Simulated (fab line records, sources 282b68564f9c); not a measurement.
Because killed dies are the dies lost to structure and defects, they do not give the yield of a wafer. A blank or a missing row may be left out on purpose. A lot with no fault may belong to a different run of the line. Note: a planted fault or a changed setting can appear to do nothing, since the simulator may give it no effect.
A struck lot beside a sound one || flow ritCmos || 18 out of 202 route steps
Sound: the wafers L521.1, L521.3, L521.6. Wafers struck: L529.1, L529.2, L529.3. Last of all comes the cause.
Each step with rows lists, per side, the tool, then ch with its chambers, then its first start. Under that, the readings that differ: sound wafers || struck wafers || difference of the means || sigmas: that difference in standard deviations of wafers without a fault.
alike: readings with means less than 2 such deviations apart, plus words and numbers identical on both sides. not compared: withheld readings, readings lacking a value on some wafer, bounds such as >300 that could conceal the same value, and numbers that have no deviation in the record and whose values overlap.
Wherever a step has rows on one side only, a row that says differs or no value, or a row with sigmas, the two part there. Non-overlapping numbers with no deviation appear without sigmas and do not part them. A reading that every wafer of one side lacks parts them only if that side has two wafers or more.

first, 1 step without rows for these wafers: RIT_PWELL_DEVELOP_05 (develop time 68 s).
RIT_PWELL_OVL_MEAS_06:
  sound on overlay-01, day 4 07:43; struck on overlay-02, day 5 22:35
  alike: PWELL_OVL
then, 2 steps without rows for these wafers: RIT_PWELL_HARDBAKE_07 (time 120 s); RIT_PWELL_IMPLANT_08.
RIT_PWELL_STRIP_09: strips in O2, time 180 s.
  sound on plasmaAsher-01 ch 0,1, day 4 08:09; struck on plasmaAsher-01 ch 0,1, day 5 23:01
  alike: drypumpMotorCurrentA
  not compared: rfHoursCounterH
RIT_PWELL_TW_MEAS_10:
  sound on filmMetro-01, day 4 08:20; struck on filmMetro-01, day 5 23:12
  alike: PWELL_TW
then, 1 step without rows for these wafers: RIT_WELLDRIVE_ANNEAL_00 (time 14700 s).
RIT_WELLDRIVE_RS_MEAS_01: a four-point-probe measurement.
  sound on filmMetro-04, day 4 13:29; struck on filmMetro-03, day 6 04:20
  alike: NWELL_RS
RIT_WELLDRIVE_RS_MEAS_02: a four-point-probe measurement.
  sound on filmMetro-04, day 4 13:36; struck on filmMetro-03, day 6 04:28
  alike: PWELL_RS
then, 3 steps without rows for these wafers: RIT_NRETRO_HMDS_00 (prime time 60 s); RIT_NRETRO_COAT_01 (resist thk 1300 nm); RIT_NRETRO_SOFTBAKE_02 (time 60 s).
RIT_NRETRO_EXPOSE_03: exposes mask M4, target cd 43900 nm.
  sound on ilineStepper-01 ch 0, day 4 14:17; struck on ilineStepper-01 ch 0, day 6 05:02
{"reading": "model.NRETRO.overlayXNm (nm)", "sound": "-1.061 -1.061 -1.061", "struck": "-178.7 -178.7 -178.7", "difference": -177.6, "sigmas": ""}
  alike: mask
then, 2 steps without rows for these wafers: RIT_NRETRO_PEB_04; RIT_NRETRO_DEVELOP_05 (develop time 68 s).
RIT_NRETRO_OVL_MEAS_06:
  sound on overlay-02, day 4 14:43; struck on overlay-02, day 6 05:28
{"reading": "NRETRO_OVL (nm)", "sound": "0.7 -0.9 0.3", "struck": "-177.4 -175.5 -176.8", "difference": -176.6, "sigmas": "-99 or more"}
then, 1 step without rows for these wafers: RIT_NRETRO_HARDBAKE_07 (time 120 s).
RIT_M1_PROBE_99:
  sound on prober-02, day 5 23:51; struck on prober-02, day 7 08:45
{"reading": "model.etest.retroEdgeNmos.offLog10AUm", "sound": "-9.742 -10.07 -10.33", "struck": "-8.989 -8.753 -9.044", "difference": "+1.119", "sigmas": ""}
{"reading": "model.etest.retroEdgePmos.offLog10AUm", "sound": "-10.56 -10.43 -10.62", "struck": "-9.48 -9.236 -9.358", "difference": "+1.18", "sigmas": ""}
  alike: killedAtFrontEnd, killedDies, killedOpen, killedShort

== WHERE THEY PART ==
At RIT_NRETRO_OVL_MEAS_06 and nowhere else, as far as this record goes. Later steps at which nothing parts them and some readings are alike: RIT_M1_PROBE_99.

WHY: what the simulator had put in
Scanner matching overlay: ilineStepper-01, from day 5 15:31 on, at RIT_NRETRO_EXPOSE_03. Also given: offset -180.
